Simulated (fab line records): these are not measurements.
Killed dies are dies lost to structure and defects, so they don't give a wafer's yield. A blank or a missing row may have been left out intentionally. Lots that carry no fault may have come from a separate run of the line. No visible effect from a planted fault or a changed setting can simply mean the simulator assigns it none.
Which tool did it? || flow berkeley-cmos170 || 40 wafers from 14 lots sampled at 3 of the route's 331 steps

WHAT THE GAUGES READ, wafer by wafer
UCB170_M2_CD_MEAS_90: target cd 700 nm. Usual: cd-nm at 702 nm, with a standard deviation of 4.3.
{"lot": "L304", "measured": "day 8 07:35", "on": "cd-sem-02", "cd-nm (nm)": "705 704 700", "flag": ""}
{"lot": "L306", "measured": "day 9 02:19", "on": "cd-sem-01", "cd-nm (nm)": "691 701 692", "flag": ""}
{"lot": "L305", "measured": "day 9 13:29", "on": "cd-sem-02", "cd-nm (nm)": "703 701 705", "flag": ""}
{"lot": "L308", "measured": "day 9 11:51", "on": "cd-sem-02", "cd-nm (nm)": "702 705 704", "flag": ""}
{"lot": "L309", "measured": "day 9 16:49", "on": "cd-sem-01", "cd-nm (nm)": "704 700 706", "flag": ""}
{"lot": "L311", "measured": "day 9 22:49", "on": "cd-sem-01", "cd-nm (nm)": "699 700 698", "flag": ""}
{"lot": "L312", "measured": "day 10 06:53", "on": "cd-sem-01", "cd-nm (nm)": "700 702 704", "flag": ""}
{"lot": "L314", "measured": "day 10 13:36", "on": "cd-sem-01", "cd-nm (nm)": "699 705 700", "flag": ""}
{"lot": "L315", "measured": "day 11 03:47", "on": "cd-sem-02", "cd-nm (nm)": "699 705 696", "flag": ""}
{"lot": "L316", "measured": "day 11 03:56", "on": "cd-sem-01", "cd-nm (nm)": "706 698 704", "flag": ""}
{"lot": "L318", "measured": "day 12 02:59", "on": "cd-sem-01", "cd-nm (nm)": 706, "flag": ""}
{"lot": "L319", "measured": "day 12 03:16", "on": "cd-sem-02", "cd-nm (nm)": "699 701 702", "flag": ""}
{"lot": "L322", "measured": "day 12 23:27", "on": "cd-sem-01", "cd-nm (nm)": "712 707 705", "flag": ""}
{"lot": "L326", "measured": "day 14 20:32", "on": "cd-sem-01", "cd-nm (nm)": "703 706 703", "flag": ""}

EACH LOT AND THE TOOL THAT RAN IT (in order: tool; ch and the chambers of the sampled wafers; start)
{"lot": "L304", "UCB170_SACOX_CLEAN_00": "wet-bench-03 ch 2, day 5 07:46", "UCB170_M2_ETCH_17": "rie-diel-04 ch 0,2,3, day 8 07:16"}
{"lot": "L306", "UCB170_SACOX_CLEAN_00": "wet-bench-03 ch 0, day 6 01:26", "UCB170_M2_ETCH_17": "rie-diel-04 ch 1,2, day 9 01:57"}
{"lot": "L305", "UCB170_SACOX_CLEAN_00": "wet-bench-03 ch 1, day 6 14:35", "UCB170_M2_ETCH_17": "rie-diel-01 ch 0,2, day 9 13:08"}
{"lot": "L308", "UCB170_SACOX_CLEAN_00": "wet-bench-03 ch 2, day 6 14:35", "UCB170_M2_ETCH_17": "rie-diel-04 ch 0,3, day 9 11:31"}
{"lot": "L309", "UCB170_SACOX_CLEAN_00": "wet-bench-03 ch 0, day 6 22:20", "UCB170_M2_ETCH_17": "rie-diel-04 ch 0,1, day 9 16:29"}
{"lot": "L311", "UCB170_SACOX_CLEAN_00": "wet-bench-03 ch 1, day 6 22:20", "UCB170_M2_ETCH_17": "rie-diel-03 ch 0,2, day 9 22:28"}
{"lot": "L312", "UCB170_SACOX_CLEAN_00": "wet-bench-02 ch 1, day 7 03:35", "UCB170_M2_ETCH_17": "rie-diel-04 ch 2,3, day 10 06:19"}
{"lot": "L314", "UCB170_SACOX_CLEAN_00": "wet-bench-02 ch 2, day 7 14:53", "UCB170_M2_ETCH_17": "rie-diel-04 ch 0,2,3, day 10 13:15"}
{"lot": "L315", "UCB170_SACOX_CLEAN_00": "wet-bench-03 ch 3, day 8 01:43", "UCB170_M2_ETCH_17": "rie-diel-01 ch 0,2,3, day 11 03:25"}
{"lot": "L316", "UCB170_SACOX_CLEAN_00": "wet-bench-03 ch 3, day 8 01:43", "UCB170_M2_ETCH_17": "rie-diel-03 ch 0,1, day 11 03:35"}
{"lot": "L318", "UCB170_SACOX_CLEAN_00": "wet-bench-03 ch 2, day 8 21:27", "UCB170_M2_ETCH_17": "rie-diel-03 ch 3, day 12 02:38"}
{"lot": "L319", "UCB170_SACOX_CLEAN_00": "wet-bench-03 ch 1, day 8 21:27", "UCB170_M2_ETCH_17": "rie-diel-01 ch 0,1,3, day 12 02:55"}
{"lot": "L322", "UCB170_SACOX_CLEAN_00": "wet-bench-04 ch 0, day 9 08:43", "UCB170_M2_ETCH_17": "rie-diel-01 ch 0,2,3, day 12 23:07"}
{"lot": "L326", "UCB170_SACOX_CLEAN_00": "wet-bench-02 ch 2, day 11 02:02", "UCB170_M2_ETCH_17": "rie-diel-04 ch 0,3, day 14 20:13"}
- UCB170_SACOX_CLEAN_00: cleans in dHF, time 7.5 s.
- UCB170_M2_ETCH_17: etches BARC in N2/H2.

AS READ BY THE TOOLS THEMSELVES (means over the sampled wafers that have a number; for cases with no such wafer, the mark the record gives instead)
UCB170_M2_ETCH_17. Usual: bias-w 100.00 W, standard deviation 0.3; drypump-motor-current-A 5.78 A, standard deviation 0.25; h2-flow-sccm 200.0 sccm, standard deviation 0.56; oes-product-au 1.009 a.u., standard deviation 0.024; throttle-valve-pct 13.25 %, standard deviation 0.18.
{"lot": "L304", "tool": "rie-diel-04", "bias-w (W)": 100.04, "drypump-motor-current-A (A)": 5.78, "h2-flow-sccm (sccm)": 199.8, "oes-product-au (a.u.)": 1.017, "throttle-valve-pct (%)": 13.27, "flag": ""}
{"lot": "L306", "tool": "rie-diel-04", "bias-w (W)": 100.02, "drypump-motor-current-A (A)": 5.90, "h2-flow-sccm (sccm)": 200.0, "oes-product-au (a.u.)": 0.999, "throttle-valve-pct (%)": 13.25, "flag": ""}
{"lot": "L305", "tool": "rie-diel-01", "bias-w (W)": 100.04, "drypump-motor-current-A (A)": 5.72, "h2-flow-sccm (sccm)": 199.2, "oes-product-au (a.u.)": 1.013, "throttle-valve-pct (%)": 13.31, "flag": ""}
{"lot": "L308", "tool": "rie-diel-04", "bias-w (W)": 100.23, "drypump-motor-current-A (A)": 5.68, "h2-flow-sccm (sccm)": 199.7, "oes-product-au (a.u.)": 1.012, "throttle-valve-pct (%)": 13.29, "flag": ""}
{"lot": "L309", "tool": "rie-diel-04", "bias-w (W)": 99.98, "drypump-motor-current-A (A)": 5.80, "h2-flow-sccm (sccm)": 199.7, "oes-product-au (a.u.)": 0.972, "throttle-valve-pct (%)": 13.10, "flag": ""}
{"lot": "L311", "tool": "rie-diel-03", "bias-w (W)": 100.03, "drypump-motor-current-A (A)": 5.63, "h2-flow-sccm (sccm)": 200.8, "oes-product-au (a.u.)": 1.006, "throttle-valve-pct (%)": 13.27, "flag": ""}
{"lot": "L312", "tool": "rie-diel-04", "bias-w (W)": 99.95, "drypump-motor-current-A (A)": 5.80, "h2-flow-sccm (sccm)": 200.1, "oes-product-au (a.u.)": 1.021, "throttle-valve-pct (%)": 13.43, "flag": ""}
{"lot": "L314", "tool": "rie-diel-04", "bias-w (W)": 100.21, "drypump-motor-current-A (A)": 5.79, "h2-flow-sccm (sccm)": 200.4, "oes-product-au (a.u.)": 1.015, "throttle-valve-pct (%)": 13.27, "flag": ""}
{"lot": "L315", "tool": "rie-diel-01", "bias-w (W)": 99.64, "drypump-motor-current-A (A)": 5.88, "h2-flow-sccm (sccm)": 200.3, "oes-product-au (a.u.)": 1.014, "throttle-valve-pct (%)": 13.19, "flag": ""}
{"lot": "L316", "tool": "rie-diel-03", "bias-w (W)": 100.19, "drypump-motor-current-A (A)": 5.62, "h2-flow-sccm (sccm)": 200.3, "oes-product-au (a.u.)": 0.999, "throttle-valve-pct (%)": 13.35, "flag": ""}
{"lot": "L318", "tool": "rie-diel-03", "bias-w (W)": 100.29, "drypump-motor-current-A (A)": 5.76, "h2-flow-sccm (sccm)": 199.6, "oes-product-au (a.u.)": 1.000, "throttle-valve-pct (%)": 13.56, "flag": ""}
{"lot": "L319", "tool": "rie-diel-01", "bias-w (W)": 100.05, "drypump-motor-current-A (A)": 5.94, "h2-flow-sccm (sccm)": 200.0, "oes-product-au (a.u.)": 1.029, "throttle-valve-pct (%)": 13.20, "flag": ""}
{"lot": "L322", "tool": "rie-diel-01", "bias-w (W)": 99.87, "drypump-motor-current-A (A)": 5.85, "h2-flow-sccm (sccm)": 200.4, "oes-product-au (a.u.)": 1.009, "throttle-valve-pct (%)": 13.20, "flag": ""}
{"lot": "L326", "tool": "rie-diel-04", "bias-w (W)": 100.04, "drypump-motor-current-A (A)": 5.69, "h2-flow-sccm (sccm)": 199.7, "oes-product-au (a.u.)": 0.997, "throttle-valve-pct (%)": 13.13, "flag": ""}

THE ANSWER, worked out from the rows above alone
Rule: a lot counts as off when the mean over its wafers that have a number is more than 3 standard deviations away from the usual mean. Also off: a lot with no number at a reading for which 4 or more lots have one. The other lots that the step has rows for count as sound. After the gauges, taken in route order, come the tools' own readings; for these a lot's mean is taken, as printed above. The first step at which some lot is off is used, and at that step the reading that is off furthest; a lot without a number counts as furthest.
None of the lots is off at any reading shown; this tells nothing.

WHAT THE SIMULATOR PUT IN
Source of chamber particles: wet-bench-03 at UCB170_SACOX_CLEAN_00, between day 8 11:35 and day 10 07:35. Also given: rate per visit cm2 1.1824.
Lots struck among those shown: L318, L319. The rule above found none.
